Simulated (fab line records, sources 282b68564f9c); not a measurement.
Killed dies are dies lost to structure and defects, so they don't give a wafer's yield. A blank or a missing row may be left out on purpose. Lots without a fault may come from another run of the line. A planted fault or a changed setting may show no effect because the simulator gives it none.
Which tool did it? | flow rit_cmos | 6 lots, 18 wafers sampled, at 2 steps of a route of 202

WHAT THE GAUGES READ, wafer by wafer
RIT_GATE_CD_MEAS_16: target cd 150 nm.
lot  | measured    | on        | cd_nm (nm)
L160 | day 2 20:38 | cd_sem-02 | 146.4 148.6 145.2
L162 | day 3 05:23 | cd_sem-02 | 152.0 151.6 150.5
L164 | day 3 16:18 | cd_sem-01 | 141.1 140.2 141.7 141.4 140.2 142.1
L166 | day 4 02:15 | cd_sem-01 | 142.8 141.8 143.2
L170 | day 5 04:49 | cd_sem-02 | 147.2 146.7 147.7
L177 | day 6 09:01 | cd_sem-01 | 149.9 149.0 149.2

WHICH TOOL RAN EACH LOT (tool, then ch and the chambers of the sampled wafers, then the start)
lot  | RIT_GATE_EXPOSE_13
L160 | iline_stepper-01 ch 0, day 2 20:14
L162 | iline_stepper-02 ch 0, day 3 04:59
L164 | iline_stepper-01 ch 0, day 3 15:54
L166 | iline_stepper-01 ch 0, day 4 01:51
L170 | iline_stepper-02 ch 0, day 5 04:25
L177 | iline_stepper-02 ch 0, day 6 08:37
- RIT_GATE_EXPOSE_13: exposes mask M6, target cd 150 nm.

THE ANSWER, worked out from the rows above alone
Rule: what is usual is taken from the lots themselves. Put in order of their means at a reading, lots are off if they are a third of the lots or fewer, leave a main group of 4 or more, and stand apart from it by a gap of 3 or more times the standard deviation of the main group's means; of several such gaps the widest counts. A main group whose means are all the same, to the digits that the tables above print for the reading, isn't used. A lot without any number at a reading at which 4 lots or more have one is off too. The other lots that the step has rows for count as sound.
No lot is off at any reading shown: from this, nothing can be told.

WHAT THE SIMULATOR HAD PUT IN
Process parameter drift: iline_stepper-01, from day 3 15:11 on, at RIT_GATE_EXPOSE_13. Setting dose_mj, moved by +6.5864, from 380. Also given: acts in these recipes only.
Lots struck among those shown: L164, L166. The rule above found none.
